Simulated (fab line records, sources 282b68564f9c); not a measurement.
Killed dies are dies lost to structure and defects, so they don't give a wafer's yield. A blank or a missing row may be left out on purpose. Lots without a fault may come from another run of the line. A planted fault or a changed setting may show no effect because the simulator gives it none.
Split-lot experiment | flow rit_cmos | 5 lots, 23 wafers read, on a route of 202 steps

THE SPLIT
At RIT_M1_COAT_04 (resist thk 1300 nm), the setting resist_thk_nm was moved away from the recipe's 1300 nm on 10 of the 23 wafers read, by -3.6% to +5.7%. The other wafers ran this setting at the recipe's value.

The reading is taken at the split's own step.

THE READING
NOVOLAK_of_M1_COAT_04.thk_nm (the simulator's own value, which no gauge read), in nm, at RIT_M1_COAT_04 (resist thk 1300 nm). The file gives no usual value for it. The 13 wafers here that ran the recipe average 1299 nm, standard deviation 1.9 nm.

wafer  | tool, chamber at the split | resist_thk_nm as run, nm | against the recipe | NOVOLAK_of_M1_COAT_04.thk_nm, nm | against lot-mates on the recipe
L074.2 | litho_track-02, 0          | 1256                     | -3.4%              | 1255                             | -44
L074.3 | litho_track-02, 0          | 1300                     | recipe             | 1300                             | -
L074.4 | litho_track-02, 0          | 1256                     | -3.4%              | 1259                             | -40
L074.5 | litho_track-02, 0          | 1300                     | recipe             | 1299                             | -
L074.6 | litho_track-02, 0          | 1256                     | -3.4%              | 1260                             | -40
L079.1 | litho_track-04, 0          | 1300                     | recipe             | 1299                             | -
L079.2 | litho_track-04, 0          | 1300                     | recipe             | 1298                             | -
L079.3 | litho_track-04, 0          | 1280                     | -1.5%              | 1279                             | -20
L079.5 | litho_track-04, 0          | 1280                     | -1.5%              | 1281                             | -18
L079.6 | litho_track-04, 0          | 1300                     | recipe             | 1300                             | -
L081.1 | litho_track-04, 0          | 1300                     | recipe             | 1297                             | -
L081.2 | litho_track-04, 0          | 1300                     | recipe             | 1296                             | -
L081.4 | litho_track-04, 0          | 1300                     | recipe             | 1298                             | -
L081.5 | litho_track-04, 0          | 1374                     | +5.7%              | 1377                             | +80
L081.6 | litho_track-04, 0          | 1374                     | +5.7%              | 1373                             | +76
L082.2 | litho_track-04, 0          | 1253                     | -3.6%              | 1247                             | -50
L082.3 | litho_track-04, 0          | 1300                     | recipe             | 1296                             | -
L082.4 | litho_track-04, 0          | 1300                     | recipe             | 1297                             | -
L082.5 | litho_track-04, 0          | 1253                     | -3.6%              | 1249                             | -48
L082.6 | litho_track-04, 0          | 1253                     | -3.6%              | 1250                             | -46
L085.1 | litho_track-02, 0          | 1300                     | recipe             | 1301                             | -
L085.4 | litho_track-02, 0          | 1300                     | recipe             | 1301                             | -
L085.6 | litho_track-02, 0          | 1300                     | recipe             | 1302                             | -

THE FIT
A straight line over all 23 wafers: NOVOLAK_of_M1_COAT_04.thk_nm changes by +13.2 nm for each +1% of resist_thk_nm; r = +1.00; the points scatter about the line by 2.6 nm.
The same after taking each lot's own level away (the mean of its wafers on the recipe; 23 wafers): +13.3 nm for each +1%; r = +1.00; scatter 1.8 nm.
On that fit, the largest move of resist_thk_nm shifts the reading by 75 nm.
The lots' own levels span 1296.5 to 1301.3 nm, that is 2.6 times the standard deviation above.
So the lot-to-lot level changes the slope little: the two slopes agree.
Check: with one of the wafers moved furthest among these (+5.7%) left out of the fit, the line predicts +74.4 nm for it against its lot-mates. It came out at +80 nm against them.

OTHER SPLITS ON THESE WAFERS
These wafers also went through other splits before the reading. Each is held against what the fit with the lots' levels taken away leaves over:
other split on the same wafers    | wafers away from the commonest value | r with NOVOLAK_of_M1_COAT_04.thk_nm (lot level and that fit taken away)
RIT_CONTACT_COAT_03 resist_thk_nm | 9                                    | +0.18

THE FILE'S OWN FIT
NOVOLAK_of_M1_COAT_04.thk_nm changes by +13.2 nm for each +1% of resist_thk_nm, r = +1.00.
